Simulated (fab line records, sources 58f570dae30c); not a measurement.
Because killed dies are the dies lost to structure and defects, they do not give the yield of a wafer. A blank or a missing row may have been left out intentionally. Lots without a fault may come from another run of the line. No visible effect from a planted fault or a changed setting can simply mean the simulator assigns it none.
Code-filled problem report in 8D (eight disciplines) form | flow berkeley cmos170 | the parts of the form that need people (team, actions taken, sign-off) are left out

1. THE PROBLEM
Wafers without a fault read 0.734 a.u., standard deviation 0.0044; oes product au at UCB170_PLDD_STRIP_10 reads a mean of 0.813 a.u. on 6 wafers belonging to 2 lots. Measured from the usual mean, that is +18 standard deviations.
The step: strips in O2.
First seen on wafer L760.2, day 8 09:44, on plasma asher-03. At this step, 42 wafers from 14 lots have a number in the record. Rule for "out" (also "out of limits"): further than 4 standard deviations from the usual mean. Any other wafer with a number is counted as sound.

2. WHAT IT IS AND WHAT IT IS NOT
question                    | is                     | is not
which readings at this step | oes product au         | drypump motor current A
which lots                  | L760, L763             | L750, L754, L755, L756, L757, L761, L767, L768, L769, L770, L771, L773
which wafers of those lots  | all that have a number | -
read on which tools         | plasma asher-03        | plasma asher-01, plasma asher-02
when                        | from day 8 09:44       | up to then (15 sound wafers); but 21 sound wafers of L761, L767, L768, L769, L770, L771, L773 came after

3. WHAT RULES OUT EACH SUSPECT
Counting: a tool at any process step up to the reading remains a suspect when it ran all the lots that are out and ran no sound lot after the first of those.
- plasma asher-03 at UCB170_PLDD_STRIP_10 (strips in O2): kept. Every lot that is out went through it, starting with L760 (day 8 09:44), and after that it ran no sound lot; the last sound lot it ran before then is L757 (day 7 13:45). Out on those wafers are its own readings of oes product au.
Remaining after the count: plasma asher-03 at UCB170_PLDD_STRIP_10.

4. THE CAUSE (what the simulator had put in)
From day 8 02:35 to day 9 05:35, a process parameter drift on plasma asher-03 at UCB170_PLDD_STRIP_10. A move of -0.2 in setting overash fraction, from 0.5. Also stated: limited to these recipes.
After counting, this tool was the only one left.

5. SEQUENCE OF EFFECTS, ordered by route
Each row: a reading where the mean over the struck wafers with a number is more than 3 standard deviations away from the usual. Only readings for which the record gives a usual standard deviation are gone through. hours: the time from each lot's start at the first step in this table that gives one to its start at this step, as a median over the lots. sigmas: the change in usual standard deviations.
hours | step                 | reading        | usual      | on struck wafers | change | sigmas
0     | UCB170_PLDD_STRIP_10 | oes product au | 0.734 a.u. | 0.813            | +0.079 | +18
The process steps in it:
- UCB170_PLDD_STRIP_10: strips in O2.
Later steps that measure or inspect, where all struck wafers having a row at the step show a number for every such reading and not one has moved that far: UCB170_V1_CD_MEAS_12, UCB170_M3_OVL_MEAS_16.

6. HOW IT WOULD HAVE BEEN CAUGHT EARLIER
In this record the first reading out of limits was taken at day 8 09:44, 7 hours after the fault began at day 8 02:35.
